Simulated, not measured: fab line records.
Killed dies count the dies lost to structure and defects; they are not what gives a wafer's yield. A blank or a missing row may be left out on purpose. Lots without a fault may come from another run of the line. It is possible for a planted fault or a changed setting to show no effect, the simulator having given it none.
Which tool was responsible? / flow berkeleyCmos170 / Sampling: 14 lots, 42 wafers, 4 of 331 route steps

WHAT THE GAUGES SHOWED, per wafer
UCB170_M3_OVL_MEAS_16. Usual: M3_OVL typically reads -1 nm, with standard deviation 5.1.
lot=L628; measured=day 8 20:25; on=overlay-02; M3_OVL (nm)=-6 -14 -5; flag=
lot=L630; measured=day 9 17:04; on=overlay-02; M3_OVL (nm)=3 1 4; flag=
lot=L629; measured=day 9 17:13; on=overlay-02; M3_OVL (nm)=-5 -3 5; flag=
lot=L633; measured=day 10 06:44; on=overlay-01; M3_OVL (nm)=6 6 1; flag=
lot=L634; measured=day 10 01:56; on=overlay-01; M3_OVL (nm)=1 5 4; flag=
lot=L632; measured=day 10 06:58; on=overlay-02; M3_OVL (nm)=-2 -2 0; flag=
lot=L635; measured=day 11 12:15; on=overlay-01; M3_OVL (nm)=-3 6 -6; flag=
lot=L637; measured=day 11 14:13; on=overlay-02; M3_OVL (nm)=-3 -8 -5; flag=
lot=L638; measured=day 11 15:44; on=overlay-01; M3_OVL (nm)=-7 -2 -3; flag=
lot=L640; measured=day 12 05:25; on=overlay-01; M3_OVL (nm)=1 0 -2; flag=
lot=L649; measured=day 14 04:39; on=overlay-02; M3_OVL (nm)=2 0 -2; flag=
lot=L646; measured=day 14 18:38; on=overlay-01; M3_OVL (nm)=-3 -5 -3; flag=
lot=L645; measured=day 14 19:08; on=overlay-01; M3_OVL (nm)=4 1 7; flag=
lot=L647; measured=day 14 19:49; on=overlay-01; M3_OVL (nm)=-4 -6 -14; flag=

EACH LOT AND THE TOOL THAT RAN IT (in order: tool; ch and the chambers of the sampled wafers; start)
lot=L628; UCB170_NLDD_CLEAN_12=wetBench-04 ch 1, day 7 06:33; UCB170_M2_STRIP_07=plasmaAsher-02 ch 0,1, day 8 13:14; UCB170_M2_ETCH_17=rieDiel-01 ch 0,1, day 8 15:19
lot=L630; UCB170_NLDD_CLEAN_12=wetBench-01 ch 2, day 8 07:46; UCB170_M2_STRIP_07=plasmaAsher-01 ch 0,1, day 9 09:55; UCB170_M2_ETCH_17=rieDiel-01 ch 0,1, day 9 11:13
lot=L629; UCB170_NLDD_CLEAN_12=wetBench-01 ch 0, day 8 07:56; UCB170_M2_STRIP_07=plasmaAsher-03 ch 0,1, day 9 10:23; UCB170_M2_ETCH_17=rieDiel-02 ch 2,3, day 9 11:40
lot=L633; UCB170_NLDD_CLEAN_12=wetBench-01 ch 3, day 8 18:01; UCB170_M2_STRIP_07=plasmaAsher-02 ch 0,1, day 9 23:36; UCB170_M2_ETCH_17=rieDiel-02 ch 1,3, day 10 01:27
lot=L634; UCB170_NLDD_CLEAN_12=wetBench-01 ch 2, day 8 18:12; UCB170_M2_STRIP_07=plasmaAsher-02 ch 0,1, day 9 18:57; UCB170_M2_ETCH_17=rieDiel-01 ch 0,1,3, day 9 20:16
lot=L632; UCB170_NLDD_CLEAN_12=wetBench-01 ch 0, day 8 18:44; UCB170_M2_STRIP_07=plasmaAsher-01 ch 0,1, day 9 23:56; UCB170_M2_ETCH_17=rieDiel-03 ch 0,1,2, day 10 01:47
lot=L635; UCB170_NLDD_CLEAN_12=wetBench-04 ch 3, day 10 00:53; UCB170_M2_STRIP_07=plasmaAsher-03 ch 0,1, day 11 05:04; UCB170_M2_ETCH_17=rieDiel-03 ch 1,2,3, day 11 06:42
lot=L637; UCB170_NLDD_CLEAN_12=wetBench-01 ch 0, day 10 00:56; UCB170_M2_STRIP_07=plasmaAsher-03 ch 0,1, day 11 07:04; UCB170_M2_ETCH_17=rieDiel-02 ch 2,3, day 11 08:20
lot=L638; UCB170_NLDD_CLEAN_12=wetBench-04 ch 3, day 10 01:36; UCB170_M2_STRIP_07=plasmaAsher-02 ch 1, day 11 08:12; UCB170_M2_ETCH_17=rieDiel-02 ch 1,3, day 11 09:46
lot=L640; UCB170_NLDD_CLEAN_12=wetBench-02 ch 3, day 10 16:17; UCB170_M2_STRIP_07=plasmaAsher-01 ch 0,1, day 11 19:12; UCB170_M2_ETCH_17=rieDiel-02 ch 0,1,3, day 11 20:48
lot=L649; UCB170_NLDD_CLEAN_12=wetBench-01 ch 0, day 12 21:40; UCB170_M2_STRIP_07=plasmaAsher-02 ch 0,1, day 13 21:23; UCB170_M2_ETCH_17=rieDiel-01 ch 0,2,3, day 13 22:58
lot=L646; UCB170_NLDD_CLEAN_12=wetBench-01 ch 3, day 13 06:27; UCB170_M2_STRIP_07=plasmaAsher-02 ch 0,1, day 14 09:30; UCB170_M2_ETCH_17=rieDiel-03 ch 0,1,2, day 14 11:01
lot=L645; UCB170_NLDD_CLEAN_12=wetBench-01 ch 0, day 13 06:50; UCB170_M2_STRIP_07=plasmaAsher-01 ch 0, day 14 10:32; UCB170_M2_ETCH_17=rieDiel-02 ch 0,1,2, day 14 11:49
lot=L647; UCB170_NLDD_CLEAN_12=wetBench-01 ch 0, day 13 07:01; UCB170_M2_STRIP_07=plasmaAsher-03 ch 0,1, day 14 10:40; UCB170_M2_ETCH_17=rieDiel-01 ch 1,3, day 14 11:57
- UCB170_NLDD_CLEAN_12: cleans in SPM, time 600 s.
- UCB170_M2_STRIP_07: strips in O2.
- UCB170_M2_ETCH_17: etches BARC in N2/H2.

AS READ BY THE TOOLS THEMSELVES (means over the sampled wafers that have a number; for cases with no such wafer, the mark the record gives instead)
UCB170_NLDD_CLEAN_12. Usual: bathGuardTempC 120.0 C, standard deviation 0.48; bathHeatDutyPct 13.5 %, standard deviation 1.4.
lot=L628; tool=wetBench-04; bathGuardTempC (C)=119.4; bathHeatDutyPct (%)=13.2; flag=
lot=L630; tool=wetBench-01; bathGuardTempC (C)=120.3; bathHeatDutyPct (%)=12.4; flag=
lot=L629; tool=wetBench-01; bathGuardTempC (C)=119.7; bathHeatDutyPct (%)=14.5; flag=
lot=L633; tool=wetBench-01; bathGuardTempC (C)=119.9; bathHeatDutyPct (%)=14.5; flag=
lot=L634; tool=wetBench-01; bathGuardTempC (C)=120.1; bathHeatDutyPct (%)=13.0; flag=
lot=L632; tool=wetBench-01; bathGuardTempC (C)=119.7; bathHeatDutyPct (%)=14.4; flag=
lot=L635; tool=wetBench-04; bathGuardTempC (C)=119.8; bathHeatDutyPct (%)=13.4; flag=
lot=L637; tool=wetBench-01; bathGuardTempC (C)=119.7; bathHeatDutyPct (%)=13.9; flag=
lot=L638; tool=wetBench-04; bathGuardTempC (C)=120.1; bathHeatDutyPct (%)=13.4; flag=
lot=L640; tool=wetBench-02; bathGuardTempC (C)=120.6; bathHeatDutyPct (%)=13.0; flag=
lot=L649; tool=wetBench-01; bathGuardTempC (C)=119.7; bathHeatDutyPct (%)=13.8; flag=
lot=L646; tool=wetBench-01; bathGuardTempC (C)=119.9; bathHeatDutyPct (%)=14.2; flag=
lot=L645; tool=wetBench-01; bathGuardTempC (C)=-; bathHeatDutyPct (%)=-; flag=OFF
lot=L647; tool=wetBench-01; bathGuardTempC (C)=-; bathHeatDutyPct (%)=-; flag=OFF

UCB170_M2_STRIP_07. Usual: drypumpMotorCurrentA 5.75 A, standard deviation 0.28; oesProductAu 0.735 a.u., standard deviation 0.0047; stripTimeToEndpointS 21.97 s, standard deviation 0.06.
lot=L628; tool=plasmaAsher-02; drypumpMotorCurrentA (A)=5.77; oesProductAu (a.u.)=0.736; stripTimeToEndpointS (s)=21.99; flag=
lot=L630; tool=plasmaAsher-01; drypumpMotorCurrentA (A)=5.85; oesProductAu (a.u.)=0.740; stripTimeToEndpointS (s)=22.05; flag=
lot=L629; tool=plasmaAsher-03; drypumpMotorCurrentA (A)=5.65; oesProductAu (a.u.)=0.734; stripTimeToEndpointS (s)=21.99; flag=
lot=L633; tool=plasmaAsher-02; drypumpMotorCurrentA (A)=5.77; oesProductAu (a.u.)=0.735; stripTimeToEndpointS (s)=21.97; flag=
lot=L634; tool=plasmaAsher-02; drypumpMotorCurrentA (A)=5.79; oesProductAu (a.u.)=0.737; stripTimeToEndpointS (s)=22.03; flag=
lot=L632; tool=plasmaAsher-01; drypumpMotorCurrentA (A)=5.86; oesProductAu (a.u.)=0.733; stripTimeToEndpointS (s)=21.95; flag=
lot=L635; tool=plasmaAsher-03; drypumpMotorCurrentA (A)=5.85; oesProductAu (a.u.)=0.735; stripTimeToEndpointS (s)=21.98; flag=
lot=L637; tool=plasmaAsher-03; drypumpMotorCurrentA (A)=5.85; oesProductAu (a.u.)=0.737; stripTimeToEndpointS (s)=22.04; flag=
lot=L638; tool=plasmaAsher-02; drypumpMotorCurrentA (A)=5.30; oesProductAu (a.u.)=0.734; stripTimeToEndpointS (s)=21.99; flag=
lot=L640; tool=plasmaAsher-01; drypumpMotorCurrentA (A)=5.85; oesProductAu (a.u.)=0.735; stripTimeToEndpointS (s)=21.95; flag=
lot=L649; tool=plasmaAsher-02; drypumpMotorCurrentA (A)=5.53; oesProductAu (a.u.)=0.734; stripTimeToEndpointS (s)=22.00; flag=
lot=L646; tool=plasmaAsher-02; drypumpMotorCurrentA (A)=5.55; oesProductAu (a.u.)=0.732; stripTimeToEndpointS (s)=21.94; flag=
lot=L645; tool=plasmaAsher-01; drypumpMotorCurrentA (A)=5.85; oesProductAu (a.u.)=0.737; stripTimeToEndpointS (s)=21.86; flag=
lot=L647; tool=plasmaAsher-03; drypumpMotorCurrentA (A)=5.86; oesProductAu (a.u.)=0.734; stripTimeToEndpointS (s)=21.95; flag=

UCB170_M2_ETCH_17. Usual: biasW 99.98 W, standard deviation 0.3; drypumpMotorCurrentA 5.6 A, standard deviation 0.4; oesProductAu 0.991 a.u., standard deviation 0.02; throttleValvePct 13.39 %, standard deviation 0.18.
lot=L628; tool=rieDiel-01; biasW (W)=99.68; drypumpMotorCurrentA (A)=5.3; oesProductAu (a.u.)=0.989; throttleValvePct (%)=13.34; flag=
lot=L630; tool=rieDiel-01; biasW (W)=100.07; drypumpMotorCurrentA (A)=5.3; oesProductAu (a.u.)=0.988; throttleValvePct (%)=13.34; flag=
lot=L629; tool=rieDiel-02; biasW (W)=99.69; drypumpMotorCurrentA (A)=5.3; oesProductAu (a.u.)=1.021; throttleValvePct (%)=13.51; flag=
lot=L633; tool=rieDiel-02; biasW (W)=99.81; drypumpMotorCurrentA (A)=5.4; oesProductAu (a.u.)=0.997; throttleValvePct (%)=13.34; flag=
lot=L634; tool=rieDiel-01; biasW (W)=100.10; drypumpMotorCurrentA (A)=5.6; oesProductAu (a.u.)=0.980; throttleValvePct (%)=13.24; flag=
lot=L632; tool=rieDiel-03; biasW (W)=99.99; drypumpMotorCurrentA (A)=5.7; oesProductAu (a.u.)=0.991; throttleValvePct (%)=13.28; flag=
lot=L635; tool=rieDiel-03; biasW (W)=99.90; drypumpMotorCurrentA (A)=5.3; oesProductAu (a.u.)=0.994; throttleValvePct (%)=13.44; flag=
lot=L637; tool=rieDiel-02; biasW (W)=100.00; drypumpMotorCurrentA (A)=5.4; oesProductAu (a.u.)=0.995; throttleValvePct (%)=13.52; flag=
lot=L638; tool=rieDiel-02; biasW (W)=100.40; drypumpMotorCurrentA (A)=5.3; oesProductAu (a.u.)=1.016; throttleValvePct (%)=13.42; flag=
lot=L640; tool=rieDiel-02; biasW (W)=99.97; drypumpMotorCurrentA (A)=5.6; oesProductAu (a.u.)=1.017; throttleValvePct (%)=13.44; flag=
lot=L649; tool=rieDiel-01; biasW (W)=100.14; drypumpMotorCurrentA (A)=5.9; oesProductAu (a.u.)=0.969; throttleValvePct (%)=13.32; flag=
lot=L646; tool=rieDiel-03; biasW (W)=99.94; drypumpMotorCurrentA (A)=5.7; oesProductAu (a.u.)=0.988; throttleValvePct (%)=13.28; flag=
lot=L645; tool=rieDiel-02; biasW (W)=100.29; drypumpMotorCurrentA (A)=5.7; oesProductAu (a.u.)=0.999; throttleValvePct (%)=13.44; flag=
lot=L647; tool=rieDiel-01; biasW (W)=100.30; drypumpMotorCurrentA (A)=5.5; oesProductAu (a.u.)=0.995; throttleValvePct (%)=13.24; flag=

THE ANSWER, worked out from the rows above alone
Rule: lot off if the mean of its wafers having a number is beyond 3 standard deviations from the usual mean. A lot without any number at a reading at which 4 lots or more have one is off too. The other lots that the step has rows for count as sound. First the gauges in route order, then the tools' own readings, where a lot's mean is used as printed above. At the first step where some lot is off, the reading lying furthest off is the one used; lots without a number count as furthest.
Off: L645, L647 (UCB170_NLDD_CLEAN_12, bathGuardTempC). Without a number there: L645, L647.
If a tool, at that step or one of the process steps before it, ran each lot that is off and ran no sound lot following the first of them, it fits. One fits: UCB170_NLDD_CLEAN_12 on wetBench-01. Its last sound lot is L646 (day 13 06:27), its first lot that is off L645 (day 13 06:50): a fault that began between those two fits.
Blank at UCB170_NLDD_CLEAN_12 on the lots that are off, where sound lots have numbers: bathGuardTempC, bathHeatDutyPct.

WHAT THE SIMULATOR PUT IN
Skipped step whole: wetBench-01, from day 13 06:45 on, at UCB170_NLDD_CLEAN_12. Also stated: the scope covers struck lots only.
Struck lots among those shown: L645, L647. The same result came from the rule above.
